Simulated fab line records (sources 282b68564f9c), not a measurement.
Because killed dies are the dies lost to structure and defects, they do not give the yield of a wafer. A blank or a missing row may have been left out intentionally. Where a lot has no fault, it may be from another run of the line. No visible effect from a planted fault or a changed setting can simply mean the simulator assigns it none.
Commonality check across tools / flow rit cmos / 42 wafers sampled across 13 lots

## REASON IT WAS OPENED
Of 13 lots, 1 have the reading NRETRO_TW flagged at RIT_NRETRO_TW_MEAS_10. Fault-free wafers read 1034, with a standard deviation of 10.
Rule: flag the lot when none of its wafers has a number, or when each of its wafers that has one lies beyond 4 standard deviations from that mean. All remaining lots are regarded as sound.

lot=L263; measured=day 2 08:25; on=film metro-02; NRETRO_TW, wafer by wafer=1028 1024 1024; flag=
lot=L264; measured=day 2 13:23; on=film metro-04; NRETRO_TW, wafer by wafer=1046 1046 1053; flag=
lot=L266; measured=day 3 01:58; on=film metro-04; NRETRO_TW, wafer by wafer=1057 1053 1049; flag=
lot=L268; measured=day 3 09:46; on=film metro-03; NRETRO_TW, wafer by wafer=1023 1024 1021; flag=
lot=L271; measured=day 4 00:44; on=film metro-04; NRETRO_TW, wafer by wafer=1044 1047 1052; flag=
lot=L272; measured=day 4 06:50; on=film metro-02; NRETRO_TW, wafer by wafer=30 30 30 30 30 30; flag=FLAGGED
lot=L273; measured=day 4 14:34; on=film metro-02; NRETRO_TW, wafer by wafer=1022 1030 1019; flag=
lot=L280; measured=day 5 21:11; on=film metro-04; NRETRO_TW, wafer by wafer=1049 1042 1045; flag=
lot=L282; measured=day 6 06:20; on=film metro-02; NRETRO_TW, wafer by wafer=1033 1033 1029; flag=
lot=L283; measured=day 6 11:57; on=film metro-02; NRETRO_TW, wafer by wafer=1035 1033 1037; flag=
lot=L284; measured=day 6 16:33; on=film metro-03; NRETRO_TW, wafer by wafer=1029 1027 1026; flag=
lot=L285; measured=day 6 19:58; on=film metro-03; NRETRO_TW, wafer by wafer=1033 1032 1030; flag=
lot=L286; measured=day 7 02:39; on=film metro-04; NRETRO_TW, wafer by wafer=1046 1050 1047; flag=
Averaged over the flagged lots the numbers come to 30, -1004 from the usual (-99 or more standard deviations).

## LOT BY LOT: THE TOOL USED
The record keeps 1 process step preceding the reading, out of 202 steps on the route. Cell contents, in order: the tool; ch with the chambers the sampled wafers went through; the start.
lot=L263; flag=; RIT_NWELL_STRIP_09=plasma asher-02 ch 0,1, day 1 23:19
lot=L264; flag=; RIT_NWELL_STRIP_09=plasma asher-01 ch 1, day 2 02:34
lot=L266; flag=; RIT_NWELL_STRIP_09=plasma asher-01 ch 0,1, day 2 15:25
lot=L268; flag=; RIT_NWELL_STRIP_09=plasma asher-01 ch 0,1, day 3 00:43
lot=L271; flag=; RIT_NWELL_STRIP_09=plasma asher-02 ch 0,1, day 3 15:49
lot=L272; flag=FLAGGED; RIT_NWELL_STRIP_09=plasma asher-01 ch 0,1, day 3 20:19
lot=L273; flag=; RIT_NWELL_STRIP_09=plasma asher-02 ch 0,1, day 4 05:31
lot=L280; flag=; RIT_NWELL_STRIP_09=plasma asher-02 ch 0,1, day 5 11:54
lot=L282; flag=; RIT_NWELL_STRIP_09=plasma asher-01 ch 0,1, day 5 21:19
lot=L283; flag=; RIT_NWELL_STRIP_09=plasma asher-01 ch 0,1, day 6 03:04
lot=L284; flag=; RIT_NWELL_STRIP_09=plasma asher-01 ch 0,1, day 6 07:25
lot=L285; flag=; RIT_NWELL_STRIP_09=plasma asher-02 ch 0,1, day 6 11:14
lot=L286; flag=; RIT_NWELL_STRIP_09=plasma asher-01 ch 0,1, day 6 18:02
These steps, and what they do:
- RIT_NWELL_STRIP_09: strips in O2, time 180 s.
- RIT_NRETRO_TW_MEAS_10

## FLAGGED OVER TOTAL, TOOL BY TOOL (the gauges that took the reading come last)
step=RIT_NWELL_STRIP_09; tool=plasma asher-01; lots run=8; flagged=1; share of the flagged lots=all; sound lots run after its first flagged lot=4 (L282,L283,L284,L286)
step=RIT_NWELL_STRIP_09; tool=plasma asher-02; lots run=5; flagged=0; share of the flagged lots=none; sound lots run after its first flagged lot=-
step=RIT_NRETRO_TW_MEAS_10; tool=film metro-02; lots run=5; flagged=1; share of the flagged lots=all; sound lots run after its first flagged lot=3 (L273,L282,L283)
step=RIT_NRETRO_TW_MEAS_10; tool=film metro-03; lots run=3; flagged=0; share of the flagged lots=none; sound lots run after its first flagged lot=-
step=RIT_NRETRO_TW_MEAS_10; tool=film metro-04; lots run=5; flagged=0; share of the flagged lots=none; sound lots run after its first flagged lot=-

## WHAT THE TABLE PERMITS
Every flagged lot went through 2 rows of the table: plasma asher-01 at RIT_NWELL_STRIP_09 and film metro-02 at RIT_NRETRO_TW_MEAS_10.
- plasma asher-01 at RIT_NWELL_STRIP_09 ran 8 lots, 1 of them flagged. After the first flagged lot (L282, L283, L284, L286), sound lots still ran on it; a lasting fault on the whole tool would not permit that. Its own readings lie more than 4 standard deviations out on every wafer of the flagged lots: run length s.
- film metro-02 at RIT_NRETRO_TW_MEAS_10 ran 5 lots, 1 of them flagged. After the first flagged lot (L273, L282, L283), sound lots still ran on it; a lasting fault on the whole tool would not permit that.
There is no row in the table that ran each flagged lot and no sound lot after the first.

## WHAT THE SIMULATOR HAD PUT IN
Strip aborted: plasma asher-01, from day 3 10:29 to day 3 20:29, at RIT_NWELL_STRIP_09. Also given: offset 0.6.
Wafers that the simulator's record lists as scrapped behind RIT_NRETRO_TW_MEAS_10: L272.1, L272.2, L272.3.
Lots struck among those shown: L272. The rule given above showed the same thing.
